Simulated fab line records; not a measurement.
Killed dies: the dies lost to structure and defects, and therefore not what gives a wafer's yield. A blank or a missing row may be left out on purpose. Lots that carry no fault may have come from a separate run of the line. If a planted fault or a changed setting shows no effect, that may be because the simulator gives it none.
What tool caused it? -- flow ritCmos -- 7 lots with 21 wafers sampled at 2 steps, on a route of 202 steps

## WHAT THE GAUGES READ, wafer by wafer
RIT_FOX1_THK_MEAS_01.
lot,measured,on,FOX1_OXIDE_THK (nm)
L403,day 1 21:49,filmMetro-01,365 355 358
L406,day 2 14:31,filmMetro-04,335 340 331
L408,day 3 00:27,filmMetro-03,521 525 520
L411,day 3 15:53,filmMetro-04,536 535 537
L418,day 5 02:24,filmMetro-03,354 355 356
L420,day 5 11:31,filmMetro-01,358 359 355
L422,day 5 20:50,filmMetro-01,345 352 351

## WHAT TOOL EACH LOT RAN ON (gives the tool, then ch and the chambers of the sampled wafers, and finally the start)
lot,RIT_FOX1_OXIDATION_00
L403,"furnace-02 ch 0, day 1 20:30"
L406,"furnace-01 ch 0, day 2 13:11"
L408,"furnace-01 ch 0, day 2 21:39"
L411,"furnace-02 ch 0, day 3 13:05"
L418,"furnace-02 ch 0, day 5 01:05"
L420,"furnace-02 ch 0, day 5 10:12"
L422,"furnace-03 ch 0, day 5 19:30"
- RIT_FOX1_OXIDATION_00: target thk 350.7 nm, ox time 1130 s.

## THE ANSWER, worked out from the rows above alone
Rule: what is usual is taken from the lots themselves. The widest of any qualifying gaps counts: lots, ordered by their means at a reading, are off when they make up no more than a third of the lots, leave a main group of 4 or more, and stand apart from it by 3 or more times the standard deviation of that group's means. A main group is skipped when, at the precision printed for the reading in the tables above, its means are all equal. A lot without any number at a reading at which 4 lots or more have one is off too. Any other lot the step has rows for is counted as sound.
Off: at RIT_FOX1_THK_MEAS_01 (FOX1_OXIDE_THK), L408, L411. Main group: mean 351 nm, sd 8.6.
A tool fits if, at a process step before that reading, it ran every lot that is off, and no sound lot after the first of them. Gauges at RIT_FOX1_THK_MEAS_01: tried the same way as those tools. Not one of the candidates tried fits.

## WHAT HAD BEEN PUT IN BY THE SIMULATOR
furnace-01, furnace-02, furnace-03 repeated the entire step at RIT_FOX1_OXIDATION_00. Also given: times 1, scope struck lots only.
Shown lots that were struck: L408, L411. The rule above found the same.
